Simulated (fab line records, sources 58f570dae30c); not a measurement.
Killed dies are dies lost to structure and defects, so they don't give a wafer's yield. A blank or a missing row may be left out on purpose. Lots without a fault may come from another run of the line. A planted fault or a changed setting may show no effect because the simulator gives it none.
Split-lot experiment | flow berkeley_cmos170 | 5 lots, 23 wafers read, on a route of 331 steps

THE SPLIT
At UCB170_V1_CMP_02 (polishes SiO2), the setting leave_above_ref_nm was moved away from the recipe's 1000 nm on 8 of the 23 wafers read, by -6.7% to +6.1%. The other wafers ran this setting at the recipe's value.

The file shows no step between the split and the reading.

THE READING
V1_POLISHED_THK, in nm, at UCB170_V1_THK_MEAS_04. Fault-free wafers of this fab line usually give 1000.8 nm, standard deviation 1.4 nm.

wafer  | tool, chamber at the split | leave_above_ref_nm as run, nm | against the recipe | V1_POLISHED_THK, nm | against lot-mates on the recipe
L077.1 | cmp-01, 2                  | 1000                          | recipe             | 998.8               | -
L077.2 | cmp-01, 1                  | 1061                          | +6.1%              | 1064.5              | +63.9
L077.3 | cmp-01, 3                  | 1061                          | +6.1%              | 1060.9              | +60.3
L077.5 | cmp-01, 1                  | 1000                          | recipe             | 1002.4              | -
L077.6 | cmp-01, 2                  | 1061                          | +6.1%              | 1059.3              | +58.7
L074.1 | cmp-02, 0                  | 1000                          | recipe             | 999.7               | -
L074.2 | cmp-02, 3                  | 1000                          | recipe             | 1001.9              | -
L074.3 | cmp-02, 1                  | 1000                          | recipe             | 1001.2              | -
L074.5 | cmp-02, 0                  | 1000                          | recipe             | 999.2               | -
L074.6 | cmp-02, 3                  | 1000                          | recipe             | 1001.6              | -
L078.2 | cmp-01, 1                  | 933.1                         | -6.7%              | 936.8               | -64.5
L078.3 | cmp-01, 2                  | 933.1                         | -6.7%              | 932.7               | -68.5
L078.4 | cmp-01, 0                  | 1000                          | recipe             | 1001.4              | -
L078.5 | cmp-01, 0                  | 1000                          | recipe             | 1001.1              | -
L078.6 | cmp-01, 3                  | 933.1                         | -6.7%              | 933.9               | -67.4
L082.2 | cmp-02, 2                  | 1000                          | recipe             | 1000.2              | -
L082.4 | cmp-02, 0                  | 1000                          | recipe             | 1000.1              | -
L082.5 | cmp-02, 0                  | 1000                          | recipe             | 999.6               | -
L085.1 | cmp-02, 2,1                | 1000                          | recipe             | 1000.5              | -
L085.2 | cmp-02, 2,1                | 1000                          | recipe             | 1001.0              | -
L085.3 | cmp-02, 3                  | 953                           | -4.7%              | 955.2               | -45.0
L085.4 | cmp-02, 0                  | 1000                          | recipe             | 999.1               | -
L085.6 | cmp-02, 2                  | 953                           | -4.7%              | 952.5               | -47.7
Where a row lists several chambers, the file gives one row for several wafers and doesn't say which wafer went through which chamber.

THE FIT
A straight line over all 23 wafers: V1_POLISHED_THK changes by +9.94 nm for each +1% of leave_above_ref_nm; r = +1.00; the points scatter about the line by 1.5 nm.
The same after taking each lot's own level away (the mean of its wafers on the recipe; 23 wafers): +9.97 nm for each +1%; r = +1.00; scatter 1.4 nm.
On that fit, the largest move of leave_above_ref_nm shifts the reading by 67 nm.
The lots' own levels span 999.97 to 1001.25 nm, that is 0.9 times the standard deviation above.
So the lot-to-lot level changes the slope little: the two slopes agree.
Check: with one of the wafers moved furthest among these (-6.7%) left out of the fit, the line predicts -67.1 nm for it against its lot-mates. It came out at -64.5 nm against them.

OTHER SPLITS ON THESE WAFERS
These wafers also went through other splits before the reading. Each is held against what the fit with the lots' levels taken away leaves over:
other split on the same wafers    | wafers away from the commonest value | r with V1_POLISHED_THK (lot level and that fit taken away)
UCB170_NLDD_COAT_01 resist_thk_nm | 10                                   | -0.20
UCB170_PSD_PEB_04 peb_temp_c      | 11                                   | +0.22
UCB170_PSD_IMPLANT_08 dose_cm2    | 7                                    | -0.07
UCB170_SDANNEAL_RTA_00 time_s     | 4                                    | +0.24

THE WHOLE CHAIN: every reading that the file lists as answering this split, in the file's order
step                  | what it does                                                              | reading                                                                   | change (the file's fit)              | r (the file's)
UCB170_V1_CMP_02      | polishes SiO2                                                             | SiO2_of_V1_CVD_00.thk_nm (the simulator's own value, which no gauge read) | +9.88 nm for each +1% of the setting | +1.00
UCB170_V1_THK_MEAS_04 |                                                                           | V1_POLISHED_THK                                                           | +9.96 for each +1% of the setting    | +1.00
UCB170_V1_ETCH_14     | etches SiO2 in CHF3/CF4/Ar, stops on Al, target depth 1250 nm, time 291 s | etch.depth_nm (the simulator's own value, which no gauge read)            | +9.88 nm for each +1% of the setting | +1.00
UCB170_V1_ETCH_14     | etches SiO2 in CHF3/CF4/Ar, stops on Al, target depth 1250 nm, time 291 s | V1.feature_depth_nm (the simulator's own value, which no gauge read)      | +9.97 nm for each +1% of the setting | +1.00

THE FILE'S OWN FIT
V1_POLISHED_THK changes by +9.96 nm for each +1% of leave_above_ref_nm, r = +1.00.
